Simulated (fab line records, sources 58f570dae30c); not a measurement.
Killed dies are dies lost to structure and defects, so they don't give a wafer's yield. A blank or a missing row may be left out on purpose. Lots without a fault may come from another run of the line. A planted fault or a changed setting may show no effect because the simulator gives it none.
Which tool did it? | flow berkeley_cmos170 | 6 lots, 18 wafers sampled, at 2 steps of a route of 331

WHAT THE GAUGES READ, wafer by wafer
UCB170_V2_THK_MEAS_01.
lot  | measured     | on            | V2_TEOS_THK (nm)
L667 | day 9 05:32  | film_metro-03 | 1957 2026 1998
L666 | day 9 07:14  | film_metro-04 | 1997 2044 2034
L671 | day 10 03:47 | film_metro-04 | 1989 2038 2026
L673 | day 10 18:46 | film_metro-02 | 2018 2012 2042
L681 | day 12 11:04 | film_metro-03 | 1987 1978 2020
L689 | day 13 16:25 | film_metro-04 | 1979 2008 2015

WHICH TOOL RAN EACH LOT (tool, then ch and the chambers of the sampled wafers, then the start)
lot  | UCB170_V2_CVD_00
L667 | pecvd-02 ch 0,1,2, day 9 05:22
L666 | pecvd-01 ch 0,1, day 9 07:04
L671 | pecvd-01 ch 1,2, day 10 03:38
L673 | pecvd-04 ch 0,1,2, day 10 18:37
L681 | pecvd-04 ch 0,2, day 12 10:54
L689 | pecvd-01 ch 0,1,2, day 13 16:15
- UCB170_V2_CVD_00: deposits SiO2 from TEOS/O2, target thk 2000 nm, time 250 s.

THE ANSWER, worked out from the rows above alone
Rule: what is usual is taken from the lots themselves. Put in order of their means at a reading, lots are off if they are a third of the lots or fewer, leave a main group of 4 or more, and stand apart from it by a gap of 3 or more times the standard deviation of the main group's means; of several such gaps the widest counts. A main group whose means are all the same, to the digits that the tables above print for the reading, isn't used. A lot without any number at a reading at which 4 lots or more have one is off too. The other lots that the step has rows for count as sound.
No lot is off at any reading shown: from this, nothing can be told.

WHAT THE SIMULATOR HAD PUT IN
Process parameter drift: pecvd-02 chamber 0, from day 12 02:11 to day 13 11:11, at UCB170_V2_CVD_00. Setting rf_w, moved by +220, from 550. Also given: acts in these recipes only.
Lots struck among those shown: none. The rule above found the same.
